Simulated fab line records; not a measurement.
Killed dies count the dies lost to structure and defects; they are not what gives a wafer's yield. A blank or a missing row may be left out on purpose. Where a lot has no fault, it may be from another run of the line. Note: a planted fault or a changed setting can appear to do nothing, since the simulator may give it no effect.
Which tool did it? + flow berkeley-cmos170 + 14 lots, 42 wafers sampled, at 4 steps of a route of 331

## WHAT THE GAUGES READ, wafer by wafer
UCB170_PFIELD_OVL_MEAS_06.
| lot  | measured    | on         | PFIELD_OVL (nm) |
|------|-------------|------------|-----------------|
| L269 | day 4 16:47 | overlay-01 | -3 0 -1         |
| L270 | day 5 04:22 | overlay-01 | -11 -6 -8       |
| L272 | day 5 04:31 | overlay-02 | 0 3 5           |
| L271 | day 5 04:47 | overlay-02 | -12 -7 -9       |
| L277 | day 5 19:14 | overlay-01 | 6 -1 0          |
| L278 | day 5 19:17 | overlay-02 | -4 -1 3         |
| L275 | day 5 19:31 | overlay-01 | 0 -6 1          |
| L276 | day 5 19:38 | overlay-02 | 8 7 7           |
| L280 | day 6 13:06 | overlay-02 | -5 0 -7         |
| L279 | day 6 14:29 | overlay-01 | -1 -9 -7        |
| L281 | day 6 22:44 | overlay-02 | -1 0 -2         |
| L290 | day 8 16:46 | overlay-01 | -8 -5 -8        |
| L291 | day 9 05:25 | overlay-01 | -9 -7 -6        |
| L292 | day 9 12:49 | overlay-01 | 0 -7 -7         |

UCB170_PLDD_OVL_MEAS_07.
| lot  | measured     | on         | PLDD_OVL (nm) |
|------|--------------|------------|---------------|
| L269 | day 6 14:54  | overlay-02 | 6 7 5         |
| L270 | day 7 00:19  | overlay-02 | 6 -1 2        |
| L272 | day 7 00:01  | overlay-01 | -5 3 0        |
| L271 | day 7 00:40  | overlay-01 | 4 3 0         |
| L277 | day 7 15:04  | overlay-02 | 7 2 8         |
| L278 | day 7 14:26  | overlay-01 | 0 -1 2        |
| L275 | day 7 15:18  | overlay-01 | 14 10 11      |
| L276 | day 7 15:11  | overlay-01 | -11 -15 -2    |
| L280 | day 8 14:40  | overlay-01 | 0 0 -1        |
| L279 | day 8 14:13  | overlay-02 | 0 -2 -4       |
| L281 | day 8 19:00  | overlay-02 | 14 0 1        |
| L290 | day 10 16:36 | overlay-01 | 0 2 2         |
| L291 | day 11 04:04 | overlay-02 | 3 8 13        |
| L292 | day 11 07:25 | overlay-02 | 11 15 9       |

UCB170_NSD_CD_MEAS_06: target cd 1200 nm.
| lot  | measured     | on        | cd-nm (nm)                                |
|------|--------------|-----------|-------------------------------------------|
| L269 | day 7 01:42  | cd-sem-02 | 1200.0 1200.8 1199.2                      |
| L270 | day 7 12:43  | cd-sem-02 | 1200.9 1201.0 1200.3                      |
| L272 | day 7 12:51  | cd-sem-02 | 1199.5 1198.1 1200.7                      |
| L271 | day 7 12:27  | cd-sem-02 | 1199.4 1199.0 1199.4                      |
| L277 | day 8 02:48  | cd-sem-02 | 1198.8 1201.8 1200.0                      |
| L278 | day 8 02:37  | cd-sem-02 | 1199.8 1200.2 1200.2                      |
| L275 | day 8 02:19  | cd-sem-01 | 1200.5 1201.5 1198.6                      |
| L276 | day 8 02:13  | cd-sem-02 | 1200.9 1201.9 1201.4                      |
| L280 | day 9 01:02  | cd-sem-01 | 1206.7 1207.4 1207.4 1206.7 1207.4 1207.3 |
| L279 | day 9 01:17  | cd-sem-01 | 1200.9 1200.1 1200.9                      |
| L281 | day 9 08:05  | cd-sem-02 | 1205.6 1206.0 1206.2 1206.0 1206.1 1206.3 |
| L290 | day 11 05:07 | cd-sem-01 | 1198.8 1200.2 1199.6                      |
| L291 | day 11 14:14 | cd-sem-02 | 1201.1 1199.2 1198.3                      |
| L292 | day 11 19:32 | cd-sem-01 | 1200.0 1199.3 1198.8                      |

## WHICH TOOL RAN EACH LOT (tool, then ch and the chambers of the sampled wafers, then the start)
| lot  | UCB170_NSD_SOFTBAKE_02            |
|------|-----------------------------------|
| L269 | litho-track-04 ch 0, day 7 00:51  |
| L270 | litho-track-02 ch 0, day 7 11:36  |
| L272 | litho-track-01 ch 0, day 7 11:48  |
| L271 | litho-track-04 ch 0, day 7 11:26  |
| L277 | litho-track-01 ch 0, day 8 01:59  |
| L278 | litho-track-04 ch 0, day 8 01:52  |
| L275 | litho-track-02 ch 0, day 8 01:37  |
| L276 | litho-track-01 ch 0, day 8 01:32  |
| L280 | litho-track-01 ch 0, day 9 00:23  |
| L279 | litho-track-02 ch 0, day 9 00:44  |
| L281 | litho-track-01 ch 0, day 9 07:26  |
| L290 | litho-track-02 ch 0, day 11 04:09 |
| L291 | litho-track-02 ch 0, day 11 13:32 |
| L292 | litho-track-01 ch 0, day 11 18:40 |
- UCB170_NSD_SOFTBAKE_02: time 60 s.

## AS READ BY THE TOOLS THEMSELVES (means over the sampled wafers that have a number; for cases with no such wafer, the mark the record gives instead)
UCB170_NSD_SOFTBAKE_02.
| lot  | tool           | heater-power-total-W (W) | plate-temp-C (C) |
|------|----------------|--------------------------|------------------|
| L269 | litho-track-04 | 56.82                    | 129.90           |
| L270 | litho-track-02 | 56.81                    | 130.00           |
| L272 | litho-track-01 | 56.80                    | 129.95           |
| L271 | litho-track-04 | 56.80                    | 129.96           |
| L277 | litho-track-01 | 56.77                    | 129.90           |
| L278 | litho-track-04 | 56.76                    | 130.10           |
| L275 | litho-track-02 | 56.79                    | 130.22           |
| L276 | litho-track-01 | 56.80                    | 129.92           |
| L280 | litho-track-01 | 58.17                    | 132.69           |
| L279 | litho-track-02 | 56.76                    | 130.07           |
| L281 | litho-track-01 | 58.19                    | 132.54           |
| L290 | litho-track-02 | 56.79                    | 130.13           |
| L291 | litho-track-02 | 56.86                    | 130.02           |
| L292 | litho-track-01 | 56.79                    | 129.93           |

## THE ANSWER, worked out from the rows above alone
Rule: the lots themselves supply what counts as usual. Put in order of their means at a reading, lots are off if they are a third of the lots or fewer, leave a main group of 4 or more, and stand apart from it by a gap of 3 or more times the standard deviation of the main group's means; of several such gaps the widest counts. A main group is skipped when, at the precision printed for the reading in the tables above, its means are all equal. A lot without any number at a reading at which 4 lots or more have one is off too. Where the step has rows for the other lots, those lots are counted as sound. After the gauges, taken in route order, come the tools' own readings; for these a lot's mean is taken, as printed above. The first step at which some lot is off is used, and at that step the reading that is off furthest; a lot without a number counts as furthest.
Off: L280, L281, at UCB170_NSD_CD_MEAS_06 (cd-nm). Main group: mean 1200.0 nm, sd 0.62.
A tool fits if, at a process step before that reading, it ran every lot that is off, and no sound lot after the first of them. The gauges at UCB170_NSD_CD_MEAS_06 aren't tried: what is off there is off at UCB170_NSD_SOFTBAKE_02 too, on other tools, and a gauge's error can't cause that. Not one of the candidates tried fits.

## WHAT THE SIMULATOR HAD INSERTED
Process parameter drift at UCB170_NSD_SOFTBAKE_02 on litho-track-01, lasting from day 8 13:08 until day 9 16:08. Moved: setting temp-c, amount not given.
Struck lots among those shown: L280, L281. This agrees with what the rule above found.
